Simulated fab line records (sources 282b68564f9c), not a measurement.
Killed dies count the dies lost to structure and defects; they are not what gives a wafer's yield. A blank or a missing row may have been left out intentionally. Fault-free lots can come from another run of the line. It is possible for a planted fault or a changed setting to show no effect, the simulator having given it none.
Chamber matching    flow rit-cmos    RIT_CONTACT_CVD_00 on pecvd-03: 3 sister chambers
The step deposits SiO2 from TEOS, target thk 400 nm, time 61 s. 6 wafers are shown with their chamber, then 7 later ones without.

## EACH WAFER AND ITS CHAMBER
wafer   chamber  heater-power-w (W)
L635.5  1        339
L635.6  2        282
L638.5  1        351
L638.6  0        330
L641.3  2        227
L641.4  0        345

## WAFERS WITHOUT THEIR CHAMBER
wafer   heater-power-w (W)
L641.5  248
L647.3  339
L647.4  255
L647.6  315
L650.2  283
L650.5  299
L650.6  370

## WHICH CHAMBER EACH WENT THROUGH
wafer    from the rows above            in truth
L641.5   2                              2
L647.3   can't be placed: 0 or 1        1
L647.4   2                              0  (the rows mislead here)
L647.6   can't be placed: 0 or 1 or 2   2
L650.2   can't be placed: 2 or 0 or 1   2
L650.5   can't be placed: 0 or 2 or 1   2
L650.6   can't be placed: 1 or 0        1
1 of 7 placed correctly. From these rows, 5 cannot be placed; in 5 the true chamber is one of the candidates. Number placed wrongly: 1.
How it was worked out, from the rows above alone: a wafer's distance from a chamber is the root of the sum, over the readings, of the square of ((its reading less the chamber's mean) divided by the reading's scatter). The wafer belongs to the nearest chamber; if the next one is less than 2 further off, it can't be placed. Each chamber's mean is taken over the wafers shown for it. The scatter: the root of (the sum of the squares of (reading less its chamber's mean) over the shown wafers, divided by (wafers less chambers)).
